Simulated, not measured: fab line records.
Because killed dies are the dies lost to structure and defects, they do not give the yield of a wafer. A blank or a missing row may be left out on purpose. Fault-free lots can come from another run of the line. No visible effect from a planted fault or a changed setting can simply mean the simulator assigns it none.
fab line records	flow rit-cmos
record: lots: 6	wafers: 18	last-day: 8
route steps=202 shown CONTACT@172 M1@184
lots that met no fault: from a run of the same line without faults
start-h: hours from the record's opening day to when the first of the lot's shown wafers began	wait-h: hours from the lot's prior step to this one	" repeats the value in the row above	L1.1+2: several wafers, shown together as one row	- either no value or no given start	* or withheld: withheld	< > ~ a bound
route shown NAME@n: NAME is a module with steps in the file, n the number in the route of the first one	usual: mean/standard deviation of fault-free wafers	same: alike in all rows	chamber/n: place in a boat	sites: per-site readings	_std_site: the values' standard deviation	_edge_site: mean of outer sites minus mean of inner sites	radius-mm: how far each site lies from the wafer's centre	mask NAME#n: copy n	behind: tool/chamber where the wafer was last shaped	hold: the reason the lot was held/the length of the hold in hours/how it ended	device: transistor that didn't switch, given as n, p or np	end of line: the same wafers' tests at the end of the route	a step with no rows: only its recipe	killed: dies lost to structure and defects at the first sort, not the wafer's yield	map: per-die view of a wafer (x killed, . not killed, _ where there is no die)
set.NAME: the setting that was run; set.NAME@STEP: the one run at that earlier step	model.NAME: the simulator's own value behind a step, which no gauge read
lots at selected steps of the route; one table per step, one row per wafer
services: a tool's chamber out of use, with start hour (start-h, from the record's first day; less than 0 if before it), hours out, and reason
== steps ==
step: RIT_CONTACT_SOFTBAKE_04
recipe: resist: NOVOLAK	temp-c: 90	time-s: 60
step: RIT_CONTACT_EXPOSE_05
recipe: mask-id: M11	na: 0.6	source-shape: conventional	sigma-outer: 0.5	target-cd-nm: 1000	dose-mj: 250
step: RIT_CONTACT_PEB_06
recipe: resist: NOVOLAK	temp-c: withheld	time-s: withheld
step: RIT_CONTACT_DEVELOP_07
recipe: resist: NOVOLAK	develop-time-s: 120	dev-temp-c: 23
step: RIT_CONTACT_CD_MEAS_08
recipe: target-cd-nm: 1000
usual: cd-nm: 1000.3/1.9
lot.wafer	tool	chamber	start-h	wait-h	cd-nm
L173.1	cd-sem-01	-	59.42	-	1002.1
L173.3	"	-	"	"	999.3
L173.5	"	-	"	"	1001.2
L176.3	cd-sem-01	-	78.98	-	1001.5
L176.4	"	-	"	"	999.6
L176.5	"	-	"	"	1000.0
L183.2	cd-sem-02	-	117.46	-	997.4
L183.3	"	-	"	"	997.5
L183.6	"	-	"	"	995.2
L184.2	cd-sem-02	-	122.37	-	1000.7
L184.3	"	-	"	"	998.9
L184.5	"	-	"	"	1000.7
L192.1	cd-sem-02	-	158.67	-	999.9
L192.4	"	-	"	"	1000.2
L192.6	"	-	"	"	1001.9
L195.1	cd-sem-02	-	175.11	-	1003.5
L195.2	"	-	"	"	1003.3
L195.5	"	-	"	"	1002.3
step: RIT_CONTACT_OVL_MEAS_09
usual: CONTACT_OVL: 0.1/1.6
lot.wafer	tool	chamber	start-h	wait-h	CONTACT_OVL[nm]
L173.1	overlay-01	-	59.54	0.1	1.4
L173.3	"	-	"	"	3.9
L173.5	"	-	"	"	0.3
L176.3	overlay-01	-	79.08	0.1	2.3
L176.4	"	-	"	"	1.4
L176.5	"	-	"	"	2.7
L183.2	overlay-01	-	117.56	0.1	3.6
L183.3	"	-	"	"	2.7
L183.6	"	-	"	"	2.4
L184.2	overlay-01	-	122.48	0.1	0.1
L184.3	"	-	"	"	-0.5
L184.5	"	-	"	"	-1.1
L192.1	overlay-02	-	158.79	0.1	0.9
L192.4	"	-	"	"	1.2
L192.6	"	-	"	"	2.4
L195.1	overlay-01	-	175.23	0.1	-0.2
L195.2	"	-	"	"	-1.2
L195.5	"	-	"	"	-1.3
step: RIT_CONTACT_HARDBAKE_10
recipe: resist: NOVOLAK	temp-c: 140	time-s: 60
step: RIT_CONTACT_ETCH_11
recipe: target-depth-a: 4800	over-etch-frac: 0.2	stop-on: TiSi2	chemistry: CHF3/CF4/Ar	target: SiO2	CHF3_flow_sccm: 50	cf4-flow-sccm: 10	Ar_flow_sccm: 100	O2_flow_sccm: 5	pressure-mtorr: 100	rf-w: 200	time-s: 320
usual: drypump-motor-current-A: 5.7/0.5	oes-product-au: 0.989/0.018	throttle-valve-pct: 8.92/0.16
same: time-s: 320
lot.wafer	tool	chamber	start-h	wait-h	drypump-motor-current-A	oes-product-au	rf-hours-counter-h	throttle-valve-pct
L173.1	rie-diel-04	3	59.72	0.1	6.6	1.009	72	8.73
L173.3	"	0	"	"	5.5	0.986	67	8.78
L173.5	"	2	"	"	5.6	0.988	-	8.93
L176.3	rie-diel-02	3	79.35	0.2	5.4	1.006	-	8.96
L176.4	"	2	"	"	6.6	1.022	-	9.06
L176.5	"	2	"	"	6.7	1.026	-	9.05
L183.2	rie-diel-04	0	117.74	0.1	5.5	0.983	68	8.77
L183.3	"	1	"	"	4.9	1.003	4	8.79
L183.6	"	3	"	"	6.6	0.998	-	8.73
L184.2	rie-diel-04	1	122.66	0.1	4.9	1.001	4	8.80
L184.3	"	3	"	"	6.6	1.004	74	8.72
L184.5	"	3	"	"	6.6	1.003	-	8.73
L192.1	rie-diel-02	1	158.97	0.1	5.5	1.004	55	9.00
L192.4	"	0	"	"	5.7	0.955	-	9.04
L192.6	"	2	"	"	6.6	0.972	-	9.05
L195.1	rie-diel-04	1	175.42	0.1	4.8	1.005	5	8.78
L195.2	"	2	"	"	5.6	0.955	1	8.94
L195.5	"	1	"	"	4.8	1.006	-	8.80
step: RIT_CONTACT_STRIP_12
recipe: chemistry: O2	time-s: 180	resist: NOVOLAK	platen-temp-c: withheld	power-w: 500	pressure-mtorr: 4000	o2-flow-sccm: 4000
usual: drypump-motor-current-A: 5.9/0.46	rf-refl-power-W: 7.2/0.93
same: time-s: 180
lot.wafer	tool	chamber	start-h	wait-h	drypump-motor-current-A	rf-hours-counter-h	rf-refl-power-W
L173.1	plasma-asher-04	0	59.92	0.1	6.3	43	5.8
L173.3	"	1	"	"	6.7	-	8.3
L173.5	"	0	"	"	6.3	-	5.6
L176.3	plasma-asher-04	0	79.60	0.2	6.3	-	6.0
L176.4	"	1	"	"	6.7	-	8.5
L176.5	"	1	"	"	6.7	-	9.1
L183.2	plasma-asher-02	1	117.94	0.1	5.3	0	7.6
L183.3	"	1	"	"	5.2	-	7.5
L183.6	"	0	"	"	6.1	-	7.9
L184.2	plasma-asher-02	1	122.85	0.1	5.3	1	7.6
L184.3	"	0	"	"	6.0	-	7.9
L184.5	"	1	"	"	5.3	-	7.6
L192.1	plasma-asher-01	1	159.17	0.1	5.7	34	6.6
L192.4	"	0	"	"	5.6	-	6.9
L192.6	"	0	"	"	5.6	-	7.2
L195.1	plasma-asher-02	0	175.61	0.1	6.1	6	8.1
L195.2	"	1	"	"	5.3	6	7.8
L195.5	"	1	"	"	5.2	-	7.6
step: RIT_CONTACT_CD_MEAS_90
recipe: target-cd-nm: 1000
usual: cd-nm: 1000.2/1.9
lot.wafer	tool	chamber	start-h	wait-h	cd-nm
L173.1	cd-sem-02	-	60.09	0.1	1001.5
L173.3	"	-	"	"	999.4
L173.5	"	-	"	"	1001.2
L176.3	cd-sem-01	-	79.76	0.1	1001.0
L176.4	"	-	"	"	1000.2
L176.5	"	-	"	"	1000.5
L183.2	cd-sem-01	-	118.13	0.1	997.0
L183.3	"	-	"	"	997.1
L183.6	"	-	"	"	994.5
L184.2	cd-sem-02	-	123.05	0.1	1000.6
L184.3	"	-	"	"	998.6
L184.5	"	-	"	"	1000.7
L192.1	cd-sem-02	-	159.34	0.1	999.9
L192.4	"	-	"	"	1000.5
L192.6	"	-	"	"	1001.7
L195.1	cd-sem-02	-	175.79	0.1	1003.5
L195.2	"	-	"	"	1003.4
L195.5	"	-	"	"	1002.3
step: RIT_CONTACT_CLEAN_13
recipe: chemistry: SC1	mix: 3:3:50	time-s: 600	temp-c: 75
step: RIT_CONTACT_CLEAN_14
recipe: chemistry: SC2	mix: 3:3:50	time-s: 600	temp-c: 75	dry: n2-spin
step: RIT_M1_SPUTTER_00
recipe: material: Al	target-thk-nm: 400	power-w: 2000	chamber-pressure-pa: 0.4	gas: Ar	time-s: 500	substrate-temp-c: 25
usual: throttle-valve-pct: 29.6/0.58
lot.wafer	tool	chamber	start-h	wait-h	throttle-valve-pct	model.Al_of_M1_SPUTTER_00.thk-nm
L173.1	pvd-sputter-04	-	60.56	0.0	29.6	399.7
L173.3	"	-	"	"	29.4	398.3
L173.5	"	-	"	"	30.3	401.7
L176.3	pvd-sputter-04	-	80.20	0.0	29.1	399.1
L176.4	"	-	"	"	29.2	397.5
L176.5	"	-	"	"	30.4	395.5
L183.2	pvd-sputter-04	-	118.58	0.0	29.1	644.4
L183.3	"	-	"	"	30.3	643.7
L183.6	"	-	"	"	30.3	642.3
L184.2	pvd-sputter-04	-	123.50	0.0	29.0	651.5
L184.3	"	-	"	"	29.6	647.2
L184.5	"	-	"	"	29.2	651.5
L192.1	pvd-sputter-03	-	159.83	0.0	29.7	399.1
L192.4	"	-	"	"	29.3	395.4
L192.6	"	-	"	"	29.3	397.5
L195.1	pvd-sputter-01	-	176.28	0.0	31.3	403.8
L195.2	"	-	"	"	28.9	406.9
L195.5	"	-	"	"	29.2	407.2
step: RIT_M1_RS_MEAS_01
recipe: thk-meas-gauge: four-point-probe	reads: Al_of_M1_SPUTTER_00
usual: M1_AL_RS: 0.0736/0.00077
lot.wafer	tool	chamber	start-h	wait-h	M1_AL_RS[ohm/sq]
L173.1	film-metro-03	-	60.86	0.1	0.0733
L173.3	"	-	"	"	0.0736
L173.5	"	-	"	"	0.0731
L176.3	film-metro-02	-	80.54	0.2	0.0736
L176.4	"	-	"	"	0.0740
L176.5	"	-	"	"	0.0744
L183.2	film-metro-01	-	118.90	0.2	0.0453
L183.3	"	-	"	"	0.0453
L183.6	"	-	"	"	0.0454
L184.2	film-metro-03	-	123.81	0.2	0.0447
L184.3	"	-	"	"	0.0449
L184.5	"	-	"	"	0.0448
L192.1	film-metro-01	-	160.12	0.1	0.0736
L192.4	"	-	"	"	0.0743
L192.6	"	-	"	"	0.0739
L195.1	film-metro-01	-	176.57	0.1	0.0727
L195.2	"	-	"	"	0.0722
L195.5	"	-	"	"	0.0722
step: RIT_M1_THK_MEAS_02
recipe: thk-meas-gauge: xrf	reads: Al_of_M1_SPUTTER_00
usual: M1_AL_THK: 400/4.5
lot.wafer	tool	chamber	start-h	wait-h	M1_AL_THK[nm]
L173.1	film-metro-03	-	60.98	0.1	401
L173.3	"	-	"	"	398
L173.5	"	-	"	"	403
L176.3	film-metro-02	-	80.64	0.1	397
L176.4	"	-	"	"	394
L176.5	"	-	"	"	394
L183.2	film-metro-01	-	119.01	0.1	650
L183.3	"	-	"	"	649
L183.6	"	-	"	"	644
L184.2	film-metro-03	-	123.92	0.1	647
L184.3	"	-	"	"	646
L184.5	"	-	"	"	648
L192.1	film-metro-01	-	160.24	0.1	402
L192.4	"	-	"	"	397
L192.6	"	-	"	"	397
L195.1	film-metro-01	-	176.69	0.1	408
L195.2	"	-	"	"	410
L195.5	"	-	"	"	408
step: RIT_M1_HMDS_03
recipe: prime-time-s: 60	prime-temp-c: 140
step: RIT_M1_COAT_04
recipe: resist: NOVOLAK	spin-rpm: 2000	resist-thk-nm: 1300
step: RIT_M1_SOFTBAKE_05
recipe: resist: NOVOLAK	temp-c: 90	time-s: 60
step: RIT_M1_EXPOSE_06
recipe: mask-id: M12	na: 0.6	source-shape: conventional	sigma-outer: 0.5	target-cd-nm: 2600	dose-mj: 250
step: RIT_M1_PEB_07
recipe: resist: NOVOLAK	temp-c: withheld	time-s: withheld
step: RIT_M1_DEVELOP_08
recipe: resist: NOVOLAK	develop-time-s: 68	dev-temp-c: 23
step: RIT_M1_CD_MEAS_09
recipe: target-cd-nm: 2600
usual: cd-nm: 2599.7/2.1
lot.wafer	tool	chamber	start-h	wait-h	cd-nm
L173.1	cd-sem-01	-	61.92	-	2599.2
L173.3	"	-	"	"	2599.5
L173.5	"	-	"	"	2601.3
L176.3	cd-sem-02	-	81.78	-	2598.9
L176.4	"	-	"	"	2596.7
L176.5	"	-	"	"	2597.5
L183.2	cd-sem-02	-	120.08	-	2599.6
L183.3	"	-	"	"	2600.9
L183.6	"	-	"	"	2598.9
L184.2	cd-sem-02	-	125.00	-	2603.0
L184.3	"	-	"	"	2601.8
L184.5	"	-	"	"	2600.6
L192.1	cd-sem-02	-	161.18	-	2597.4
L192.4	"	-	"	"	2597.2
L192.6	"	-	"	"	2597.4
L195.1	cd-sem-02	-	177.75	-	2602.3
L195.2	"	-	"	"	2602.0
L195.5	"	-	"	"	2603.3
step: RIT_M1_OVL_MEAS_10
usual: M1_OVL: -0.5/1.5
lot.wafer	tool	chamber	start-h	wait-h	M1_OVL[nm]
L173.1	overlay-02	-	62.04	0.1	-1.8
L173.3	"	-	"	"	-1.1
L173.5	"	-	"	"	-2.7
L176.3	overlay-02	-	81.87	0.1	-0.8
L176.4	"	-	"	"	-1.2
L176.5	"	-	"	"	0.0
L183.2	overlay-01	-	120.19	0.1	1.1
L183.3	"	-	"	"	1.7
L183.6	"	-	"	"	1.3
L184.2	overlay-02	-	125.11	0.1	0.5
L184.3	"	-	"	"	0.6
L184.5	"	-	"	"	0.4
L192.1	overlay-01	-	161.30	0.1	2.9
L192.4	"	-	"	"	2.3
L192.6	"	-	"	"	1.7
L195.1	overlay-02	-	177.87	0.1	-0.3
L195.2	"	-	"	"	-0.5
L195.5	"	-	"	"	0.9
step: RIT_M1_HARDBAKE_11
recipe: resist: NOVOLAK	temp-c: 140	time-s: 120
step: RIT_M1_METAL_ETCH_12
recipe: stop-on: SiO2	chemistry: Cl2/BCl3	target: Al	time-s: 165	over-etch-frac: 0.5	pressure-mtorr: 100	target-depth-a: 6000	rf-w: 250	Cl2_flow_sccm: 60	bcl3-flow-sccm: 50
usual: drypump-motor-current-A: 5.47/0.27	oes-product-au: 0.780/0.016	throttle-valve-pct: 8.35/0.11
same: time-s: 165
lot.wafer	tool	chamber	start-h	wait-h	drypump-motor-current-A	oes-product-au	rf-hours-counter-h	throttle-valve-pct
L173.1	rie-metal-04	0	62.32	0.2	5.78	0.789	1	8.35
L173.3	"	0	"	"	5.77	0.793	-	8.36
L173.5	"	1	"	"	5.11	0.771	-	8.49
L176.3	rie-metal-04	0	82.20	0.2	5.76	0.790	-	8.36
L176.4	"	1	"	"	5.10	0.777	-	8.46
L176.5	"	1	"	"	5.12	0.771	-	8.48
L183.2	rie-metal-02	1	120.47	0.2	5.56	1.010	5	8.23
L183.3	"	1	"	"	5.57	1.003	-	8.22
L183.6	"	1	"	"	5.52	1.021	-	8.23
L184.2	rie-metal-01	1	125.39	0.2	5.13	1.048	36	8.31
L184.3	"	1	"	"	5.15	1.043	-	8.32
L184.5	"	0	"	"	5.83	0.970	-	8.49
L192.1	rie-metal-02	1	161.59	0.2	5.53	0.797	6	8.25
L192.4	"	1	"	"	5.54	0.786	-	8.25
L192.6	"	1	"	"	5.54	0.786	-	8.28
L195.1	rie-metal-02	1	178.16	0.2	5.53	0.793	6	8.25
L195.2	"	0	"	"	5.48	0.775	5	8.19
L195.5	"	1	"	"	5.51	0.797	-	8.26
step: RIT_M1_STRIP_13
recipe: chemistry: nmp	resist: NOVOLAK	temp-c: 80	time-s: 600	dry: n2-spin
step: RIT_M1_PROBE_99
usual: defect-limited-yield: 97.4/1.2	killed_at_M0_to_M3: 0.0/0.083	killed-at-front-end: 7/3.1	killed-dies: 7/3.1	killed-on-rim: 1.8/1.4	killed-open: 3.3/2	killed-short: 3.6/1.9
same: gross-dies: 264	killed_at_M4_up: 0	killed-at-back-side: 0	killed-at-contacts: 0	killed-at-other: 0
lot.wafer	tool	chamber	start-h	wait-h	defect-limited-yield[%]	killed_at_M0_to_M3	killed-at-front-end	killed-dies	killed-on-rim	killed-open	killed-short	model.etest.tester.sort-n-pass	model.etest.tester.sort-yield-pct	model.etest.tester.sort_bin_5_pct	model.etest.diode-pplus-comb.over-limit	model.etest.poly-comb-over-steps.short	model.etest.diode-pplus-comb.short	model.etest.nmos-turned.short	model.etest.nmos_0p15.over-limit
L173.1	prober-01	-	64.58	0.1	98.5	0	4	4	2	3	1	260	98.48	0.3788	0	0	0	0	0
L173.3	prober-01	-	64.68	0.2	98.1	0	5	5	1	1	4	259	98.11	1.515	0	0	0	0	0
L173.5	prober-01	-	64.78	0.2	98.1	0	5	5	2	3	2	259	98.11	0.7576	0	0	0	0	0
L176.3	prober-02	-	84.62	0.2	98.9	0	3	3	1	1	2	261	98.86	0	0	0	0	0	0
L176.4	prober-02	-	84.67	0.2	97.3	0	7	7	2	2	5	257	97.35	1.515	0	0	0	0	0
L176.5	prober-02	-	84.72	0.2	98.1	0	5	5	0	2	3	259	98.11	1.136	0	0	0	0	0
L183.2	prober-01	-	122.77	0.1	0.4	263	0	263	69	0	0	1	0.3788	99.62	1	1	1	1	1
L183.3	prober-01	-	122.82	0.2	0.8	251	11	262	69	8	3	2	0.7576	97.35	1	1	1	1	1
L183.6	prober-01	-	122.97	0.2	2.3	254	4	258	67	4	0	0	0	97.35	1	1	1	1	1
L184.2	prober-02	-	127.69	0.1	1.1	252	9	261	67	6	3	3	1.136	98.11	1	1	1	1	1
L184.3	prober-02	-	127.74	0.2	1.5	253	7	260	66	3	4	4	1.515	96.97	1	1	1	1	1
L184.5	prober-02	-	127.84	0.2	0	258	6	264	70	4	2	0	0	99.24	1	1	1	1	1
L192.1	prober-02	-	163.84	0.1	95.8	0	11	11	5	4	7	253	95.83	3.03	0	0	0	0	0
L192.4	prober-02	-	163.99	0.2	95.8	0	11	11	3	5	6	253	95.83	2.273	0	0	0	0	0
L192.6	prober-02	-	164.09	0.2	97.7	0	6	6	0	3	3	258	97.73	0.7576	0	0	0	0	0
L195.1	prober-02	-	180.41	0.1	98.1	0	5	5	3	2	3	259	98.11	1.136	0	0	0	0	0
L195.2	prober-02	-	180.46	0.1	98.1	0	5	5	0	1	4	259	98.11	1.136	0	0	0	0	0
L195.5	prober-02	-	180.61	0.2	98.5	0	4	4	3	2	2	260	98.48	1.136	0	0	0	0	0
killed by level:class
L173.1 SILICIDE:geometric-particle:open=2 FOX1:geometric-particle:short=1 GATE:geometric-particle:open=1
L173.3 GATE:geometric-particle:short=3 FOX2:geometric-particle:short=1 SILICIDE:geometric-particle:open=1
L173.5 REOX:geometric-particle:open=2 FOX1:geometric-particle:open=1 REOX:geometric-particle:short=1 SPACER:geometric-particle:short=1
L176.3 FOX1:geometric-particle:open=1 FOX1:geometric-particle:short=1 GATE:geometric-particle:short=1
L176.4 FOX2:geometric-particle:short=2 GATE:geometric-particle:short=2 GATE:geometric-particle:open=1 REOX:geometric-particle:open=1 SILICIDE:geometric-particle:short=1
L176.5 GATE:geometric-particle:short=2 FOX1:geometric-particle:short=1 REOX:geometric-particle:open=1 SPACER:geometric-particle:open=1
L183.2 M1:area-etch=263
L183.3 M1:area-etch=251 REOX:geometric-particle:open=3 GATE:geometric-particle:open=2 SILICIDE:geometric-particle:open=2 SILICIDE:geometric-particle:short=2 FOX1:geometric-particle:open=1 GATE:geometric-particle:short=1
L183.6 M1:area-etch=254 SILICIDE:geometric-particle:open=2 FOX1:geometric-particle:open=1 REOX:geometric-particle:open=1
L184.2 M1:area-etch=252 FOX1:geometric-particle:open=3 ACTIVE:geometric-particle:open=1 ACTIVE:geometric-particle:short=1 GATE:geometric-particle:open=1 GATE:geometric-particle:short=1 SILICIDE:geometric-particle:short=1 SILICIDE:geometric-particle:open=1
L184.3 M1:area-etch=253 GATE:geometric-particle:short=2 FOX2:geometric-particle:open=1 FOX2:geometric-particle:short=1 GATE:geometric-particle:open=1 REOX:geometric-particle:open=1 SILICIDE:geometric-particle:short=1
L184.5 M1:area-etch=258 GATE:geometric-particle:open=3 GATE:geometric-particle:short=1 REOX:geometric-particle:open=1 SILICIDE:geometric-particle:short=1
L192.1 GATE:geometric-particle:open=2 GATE:geometric-particle:short=2 FOX1:geometric-particle:short=1 FOX2:geometric-particle:short=1 REOX:geometric-particle:short=1 REOX:geometric-particle:open=1 SPACER:geometric-particle:short=1 SILICIDE:geometric-particle:open=1
L192.4 GATE:geometric-particle:open=3 FOX1:geometric-particle:open=2 GATE:geometric-particle:short=2 FOX1:geometric-particle:short=1 FOX2:geometric-particle:short=1 SPACER:geometric-particle:short=1 SILICIDE:geometric-particle:short=1
L192.6 GATE:geometric-particle:open=2 FOX1:geometric-particle:short=1 FOX2:geometric-particle:short=1 FOX2:geometric-particle:open=1 SPACER:geometric-particle:short=1
L195.1 FOX1:geometric-particle:short=2 FOX1:geometric-particle:open=1 GATE:geometric-particle:open=1 SILICIDE:geometric-particle:short=1
L195.2 GATE:geometric-particle:short=2 GATE:geometric-particle:open=1 REOX:geometric-particle:short=1 SILICIDE:geometric-particle:short=1
L195.5 FOX1:geometric-particle:short=2 GATE:geometric-particle:open=2
map L183.2 (x killed, . not)
________xxxxxxx_______
_____xxxxxxxxxxxxx____
____xxxxxxxxxxxxxxx___
___xxxxxxxxxxxxxxxxx__
__xxxxxxxxxxxxxxxxxxx_
__xxxxxxxxxxxxxxxxxxx_
_xxxxxxxxxxxxxxxxxxxxx
_xxxxxxxxxxxxxxxxxxxxx
_xxxxxxxxxxxxxxxxxxxxx
_xxxxxxxxxxxxxxxxxxxx.
__xxxxxxxxxxxxxxxxxxx_
__xxxxxxxxxxxxxxxxxxx_
___xxxxxxxxxxxxxxxxx__
____xxxxxxxxxxxxxxx___
_____xxxxxxxxxxxxx____
________xxxxxxx_______
map L184.5 (x killed, . not)
________xxxxxxx_______
_____xxxxxxxxxxxxx____
____xxxxxxxxxxxxxxx___
___xxxxxxxxxxxxxxxxx__
__xxxxxxxxxxxxxxxxxxx_
__xxxxxxxxxxxxxxxxxxx_
_xxxxxxxxxxxxxxxxxxxxx
_xxxxxxxxxxxxxxxxxxxxx
_xxxxxxxxxxxxxxxxxxxxx
_xxxxxxxxxxxxxxxxxxxxx
__xxxxxxxxxxxxxxxxxxx_
__xxxxxxxxxxxxxxxxxxx_
___xxxxxxxxxxxxxxxxx__
____xxxxxxxxxxxxxxx___
_____xxxxxxxxxxxxx____
________xxxxxxx_______
== services ==
tool	chamber	start-h	hours	kind
pvd-sputter-03	-	40.48	22.1	repair
plasma-asher-01	-	50.84	2.4	repair
rie-diel-04	1	57.95	8.6	repair
rie-diel-04	3	64.58	5.8	repair
rie-metal-01	-	70.99	0.9	repair
rie-diel-02	1	77.89	7.6	repair
rie-metal-01	-	78.40	0.8	repair
plasma-asher-04	-	82.67	4.3	pm
rie-diel-04	0	86.34	29.9	repair
plasma-asher-04	-	100.14	10.0	pm
plasma-asher-01	-	102.78	0.8	repair
rie-diel-04	-	105.57	2.8	pm
rie-metal-02	-	108.74	0.7	repair
plasma-asher-02	-	108.75	9.0	pm
rie-diel-04	1	130.67	16.5	repair
pvd-sputter-01	-	132.71	15.2	repair
rie-metal-01	-	136.12	20.0	pm
rie-diel-02	1	136.15	6.4	repair
plasma-asher-04	-	145.66	1.5	repair
rie-diel-04	-	146.99	1.3	repair
rie-diel-02	3	157.76	4.2	repair
rie-metal-04	-	161.57	0.1	repair
rie-diel-04	3	163.20	9.2	repair
pvd-sputter-04	-	164.86	2.7	repair
== key ==
first-sign: step: RIT_M1_RS_MEAS_01	reading: M1_AL_RS	direction: down	sigmas: 37	usual: 0.0736	struck: 0.0451
effect: step: RIT_M1_THK_MEAS_02	reading: M1_AL_THK	direction: up	sigmas: 55	usual: 400	struck: 647
effect: step: RIT_M1_METAL_ETCH_12	reading: oes-product-au	direction: up	sigmas: 15	usual: 0.780	struck: 1.016
effect: step: RIT_M1_PROBE_99	reading: killed_at_M0_to_M3	direction: up	sigmas: 99+	usual: 0.0	struck: 255.2
model-effect: step: RIT_M1_SPUTTER_00	value: Al_of_M1_SPUTTER_00.thk-nm	without: 398	struck: 646.8
model-effect: step: RIT_M1_PROBE_99	value: etest.tester.sort-n-pass	without: 257.8	struck: 1.667
more-kills-born-at: RIT_M1_METAL_ETCH_12@rie-metal-02: 768	RIT_M1_METAL_ETCH_12@rie-metal-01: 763
met-at RIT_M1_SPUTTER_00
struck-wafers L183.2,L183.3,L183.6,L184.2,L184.3,L184.5
later-rows-left-out L183.2,L183.3,L183.6,L184.2,L184.3,L184.5
onset-between 80.20 118.58
fault: kind: process-parameter-drift	tool: pvd-sputter-04	chamber: -	onset-h: 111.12	steps: RIT_M1_SPUTTER_00	channel: target-thk-nm	offset: 248.83	shape: step	end-h: 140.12	stated: 400
later-rows-left-out: the simulator's readings of these wafers behind a module that went badly wrong aren't trusted and aren't shown, but for the sort
